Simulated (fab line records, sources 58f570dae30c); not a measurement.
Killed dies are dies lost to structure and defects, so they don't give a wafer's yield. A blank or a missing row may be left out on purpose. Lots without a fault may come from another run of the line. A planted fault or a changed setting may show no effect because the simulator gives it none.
Split-lot experiment | flow berkeley_cmos170 | 5 lots, 23 wafers read, on a route of 331 steps

THE SPLIT
At UCB170_CONTACT_COAT_10 (resist thk 900 nm), the setting spin_rpm was moved away from the recipe's 1500 rpm on 8 of the 23 wafers read, by +2.9% to +5.6%. The other wafers ran this setting at the recipe's value.

The reading is taken at the split's own step.

THE READING
KrF_of_CONTACT_COAT_10.thk_nm (the simulator's own value, which no gauge read), in nm, at UCB170_CONTACT_COAT_10 (resist thk 900 nm). The file gives no usual value for it. The 15 wafers here that ran the recipe average 900.2 nm, standard deviation 1.5 nm.

wafer  | tool, chamber at the split | spin_rpm as run, rpm | against the recipe | KrF_of_CONTACT_COAT_10.thk_nm, nm | against lot-mates on the recipe
L077.1 | litho_track-04, 0          | 1500                 | recipe             | 899.8                             | -
L077.2 | litho_track-04, 0          | 1500                 | recipe             | 901                               | -
L077.3 | litho_track-04, 0          | 1500                 | recipe             | 901.3                             | -
L077.5 | litho_track-04, 0          | 1500                 | recipe             | 898.2                             | -
L077.6 | litho_track-04, 0          | 1500                 | recipe             | 901.1                             | -
L079.2 | litho_track-02, 0          | 1500                 | recipe             | 898.4                             | -
L079.5 | litho_track-02, 0          | 1500                 | recipe             | 896.9                             | -
L079.6 | litho_track-02, 0          | 1500                 | recipe             | 900                               | -
L083.2 | litho_track-02, 0          | 1543                 | +2.9%              | 886.9                             | -14.6
L083.3 | litho_track-02, 0          | 1543                 | +2.9%              | 885                               | -16.5
L083.4 | litho_track-02, 0          | 1500                 | recipe             | 903.1                             | -
L083.5 | litho_track-02, 0          | 1500                 | recipe             | 899.6                             | -
L083.6 | litho_track-02, 0          | 1500                 | recipe             | 901.8                             | -
L085.1 | litho_track-02, 0          | 1500                 | recipe             | 900.6                             | -
L085.3 | litho_track-02, 0          | 1577                 | +5.1%              | 877.8                             | -22.1
L085.4 | litho_track-02, 0          | 1577                 | +5.1%              | 878.9                             | -21.0
L085.5 | litho_track-02, 0          | 1577                 | +5.1%              | 878.5                             | -21.4
L085.6 | litho_track-02, 0          | 1500                 | recipe             | 899.1                             | -
L084.1 | litho_track-04, 0          | 1500                 | recipe             | 901.2                             | -
L084.2 | litho_track-04, 0          | 1500                 | recipe             | 900.7                             | -
L084.3 | litho_track-04, 0          | 1584                 | +5.6%              | 873.7                             | -27.2
L084.4 | litho_track-04, 0          | 1584                 | +5.6%              | 875.1                             | -25.9
L084.6 | litho_track-04, 0          | 1584                 | +5.6%              | 873.5                             | -27.5

THE FIT
A straight line over all 23 wafers: KrF_of_CONTACT_COAT_10.thk_nm changes by -4.5 nm for each +1% of spin_rpm; r = -0.99; the points scatter about the line by 1.5 nm.
The same after taking each lot's own level away (the mean of its wafers on the recipe; 23 wafers): -4.57 nm for each +1%; r = -0.99; scatter 1.6 nm.
On that fit, the largest move of spin_rpm shifts the reading by 26 nm.
The lots' own levels span 898.43 to 901.50 nm, that is 2.0 times the standard deviation above.
So the lot-to-lot level changes the slope little: the two slopes agree.
Check: with one of the wafers moved furthest among these (+5.6%) left out of the fit, the line predicts -25.4 nm for it against its lot-mates. It came out at -27.2 nm against them.

OTHER SPLITS ON THESE WAFERS
These wafers also went through other splits before the reading. Each is held against what the fit with the lots' levels taken away leaves over:
other split on the same wafers  | wafers away from the commonest value | r with KrF_of_CONTACT_COAT_10.thk_nm (lot level and that fit taken away)
UCB170_NLDD_IMPLANT_09 dose_cm2 | 9                                    | -0.36
UCB170_PSD_PEB_04 peb_temp_c    | 10                                   | +0.32
UCB170_SDANNEAL_RTA_00 time_s   | 5                                    | -0.07

THE FILE'S OWN FIT
KrF_of_CONTACT_COAT_10.thk_nm changes by -4.63 nm for each +1% of spin_rpm, r = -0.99.
